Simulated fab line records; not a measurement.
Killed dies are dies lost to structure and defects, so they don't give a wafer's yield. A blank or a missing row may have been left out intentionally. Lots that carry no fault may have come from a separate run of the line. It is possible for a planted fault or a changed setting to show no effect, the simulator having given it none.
One fault through the eyes of 2 desks || flow berkeley-cmos170 || each desk holds nothing but its own numbers, with what lay behind them at the end

== FROM THE METROLOGY DESK ==
What the gauges read for every lot (on any tool): the sampled wafers with a number, averaged. The brackets show how far a lot's mean lies from the usual mean; more than 4 standard deviations puts the lot out of limits, marked OUT.
Columns: A = SILICIDE_TI_RS at UCB170_SILICIDE_RS_MEAS_02, usual 26.1 ohm/sq; B = SILICIDE_TI_THK at UCB170_SILICIDE_THK_MEAS_03, usual 30.5 nm; C = CONTACT_PSG_THK at UCB170_CONTACT_THK_MEAS_02, usual 697 nm
{"lot": "L225", "first seen here": "day 8 09:28", "A": 25.7, "B": 31.0, "C": 691}
{"lot": "L227", "first seen here": "day 8 13:07", "A": 26.7, "B": 30.2, "C": 704}
{"lot": "L230", "first seen here": "day 9 01:18", "A": 26.1, "B": 30.6, "C": 702}
{"lot": "L231", "first seen here": "day 9 01:36", "A": 25.9, "B": 30.8, "C": 696}
{"lot": "L241", "first seen here": "day 11 18:14", "A": 26.4, "B": 30.5, "C": 698}
{"lot": "L240", "first seen here": "day 11 18:30", "A": 26.2, "B": 30.5, "C": 695}
Result from this desk: across the 6 lots, nothing is out of limits.

== FOR THE TOOL OWNER'S DESK: rtp-anneal-02 ==
Per lot that ran on this tool, the mean of the sampled wafers carrying a number, from the tool's own readings at UCB170_CONTACT_RTA_08 (time 10 s). The brackets show how far a lot's mean lies from the usual mean; more than 4 standard deviations puts the lot out of limits, marked OUT.
Columns: A = chamber-o2-ppm at UCB170_CONTACT_RTA_08, usual 2.001; B = lamp-power-pct at UCB170_CONTACT_RTA_08, usual 20.84 %; C = wafer_temp_C_max at UCB170_CONTACT_RTA_08, usual 903.5
{"lot": "L231", "first seen here": "day 9 07:27", "A": 2.037, "B": 20.81, "C": 903.2}
{"lot": "L241", "first seen here": "day 11 21:17", "A": 1.995, "B": "24.21 (+89) OUT", "C": "958.9 (+74) OUT"}
{"lot": "L240", "first seen here": "day 11 21:44", "A": 2.010, "B": "24.22 (+89) OUT", "C": "958.7 (+74) OUT"}
This desk finds L240, L241 out of limits, L241 being first, at day 11 21:17 (lamp-power-pct at UCB170_CONTACT_RTA_08). In limits: L231.

== ALL TOGETHER ==
On L240, L241, at day 11 21:17, an alarm was possible from the tool owner's desk.
Nothing out of limits was seen by the metrology desk.
The metrology desk holds a record of L240, L241, inside its limits.
UCB170_CONTACT_RTA_08 was run on rtp-anneal-02 by each of the lots named.

== WHAT THE SIMULATOR PUT IN ==
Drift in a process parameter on rtp-anneal-02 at UCB170_CONTACT_RTA_08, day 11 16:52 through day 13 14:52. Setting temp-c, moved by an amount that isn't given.
Lots struck among those shown: L240, L241.
Delay in hours, fault start to first out-of-limits reading, by desk: the tool owner's desk at 4.
